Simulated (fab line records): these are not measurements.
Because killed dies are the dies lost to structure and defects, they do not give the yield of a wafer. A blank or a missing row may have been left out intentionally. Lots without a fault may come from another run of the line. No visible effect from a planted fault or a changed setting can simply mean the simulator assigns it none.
Check for tools in common    flow rit cmos    Sampled: 14 lots, 42 wafers

== REASON FOR OPENING ==
RIT_SPACER_THK_MEAS_04, reading SPACER_NITRIDE_THK: flagged on 2 of 14 lots. Wafers without a fault read 249.3 nm, standard deviation 2.7.
Rule: a lot gets a flag if all its wafers with a number sit over 4 standard deviations from that mean, or if no wafer of it has a number. The other lots count as sound.

lot   measured     on             SPACER_NITRIDE_THK (nm), wafer by wafer  flag
L707  day 2 23:17  film metro-02  248.4 246.0 248.8                        
L708  day 3 03:33  film metro-03  247.6 248.2 247.1                        
L709  day 3 07:15  film metro-04  247.7 248.3 249.3                        
L710  day 3 13:01  film metro-04  247.6 248.6 247.6                        
L711  day 3 19:04  film metro-02  251.5 250.7 251.7                        
L713  day 4 10:58  film metro-02  255.3 253.6 255.4                        
L714  day 4 11:19  film metro-03  246.8 246.6 247.5                        
L715  day 4 15:24  film metro-03  250.0 249.0 251.1                        
L716  day 4 23:27  film metro-04  250.1 250.1 250.2                        
L717  day 5 01:49  film metro-04  253.2 250.7 251.7                        
L725  day 6 16:52  film metro-03  250.0 250.1 246.6                        
L726  day 6 21:31  film metro-04  234.2 233.4 234.9                        FLAGGED
L727  day 7 01:31  film metro-04  233.7 233.5 234.1                        FLAGGED
L730  day 7 17:11  film metro-02  247.5 245.9 247.1                        
The mean of the flagged lots' numbers is 234.0 nm, -15.3 nm from the usual (-6 standard deviations).

== EACH LOT AND THE TOOL IT RAN ON ==
The record holds 1 process step before the reading, out of a route of 202 steps. Each cell gives the tool, then ch followed by the chambers the sampled wafers passed through, then the start.
lot   flag     RIT_SPACER_CVD_03
L707           lpcvd-01 ch 1, day 2 21:22
L708           lpcvd-02 ch 0, day 3 01:38
L709           lpcvd-02 ch 0, day 3 05:19
L710           lpcvd-01 ch 0, day 3 11:05
L711           lpcvd-01 ch 1, day 3 17:09
L713           lpcvd-01 ch 0, day 4 09:02
L714           lpcvd-02 ch 0, day 4 09:23
L715           lpcvd-01 ch 1, day 4 13:27
L716           lpcvd-02 ch 0, day 4 21:32
L717           lpcvd-01 ch 0, day 4 23:54
L725           lpcvd-02 ch 0, day 6 14:56
L726  FLAGGED  lpcvd-02 ch 0, day 6 19:34
L727  FLAGGED  lpcvd-02 ch 1, day 6 23:35
L730           lpcvd-01 ch 0, day 7 15:16
What the steps here do:
- RIT_SPACER_CVD_03: deposits Si3N4 from SiH2Cl2/NH3, target thk 250 nm, time 3300 s.
- RIT_SPACER_THK_MEAS_04

== FLAGGED AGAINST TOTAL, ONE TOOL AT A TIME (gauges that did the reading follow at the end) ==
step                    tool           lots run  flagged  share of the flagged lots  sound lots run after its first flagged lot
RIT_SPACER_CVD_03       lpcvd-01       7         0        none                       -
RIT_SPACER_CVD_03       lpcvd-02       7         2        all                        0
RIT_SPACER_THK_MEAS_04  film metro-02  4         0        none                       -
RIT_SPACER_THK_MEAS_04  film metro-03  4         0        none                       -
RIT_SPACER_THK_MEAS_04  film metro-04  6         2        all                        0

== WHAT THE TABLE ALLOWS ==
Rows of the table that ran all the flagged lots, 2 in number: lpcvd-02 at RIT_SPACER_CVD_03; film metro-04 at RIT_SPACER_THK_MEAS_04.
- lpcvd-02 at RIT_SPACER_CVD_03: 2 of its 7 lots flagged. Its last sound lot is L725 (day 6 14:56), its first flagged lot L726 (day 6 19:34): a fault that began between those two fits.
- film metro-04 at RIT_SPACER_THK_MEAS_04: 2 of its 6 lots flagged. Its last sound lot is L717 (day 5 01:49), its first flagged lot L726 (day 6 21:31): a fault that began between those two fits.
A lot count leaves these 2 tools indistinguishable: every one of them fits a fault beginning at some hour. More lots, or a look at what each step does to the wafer, might.

== WHAT THE SIMULATOR HAD INSERTED ==
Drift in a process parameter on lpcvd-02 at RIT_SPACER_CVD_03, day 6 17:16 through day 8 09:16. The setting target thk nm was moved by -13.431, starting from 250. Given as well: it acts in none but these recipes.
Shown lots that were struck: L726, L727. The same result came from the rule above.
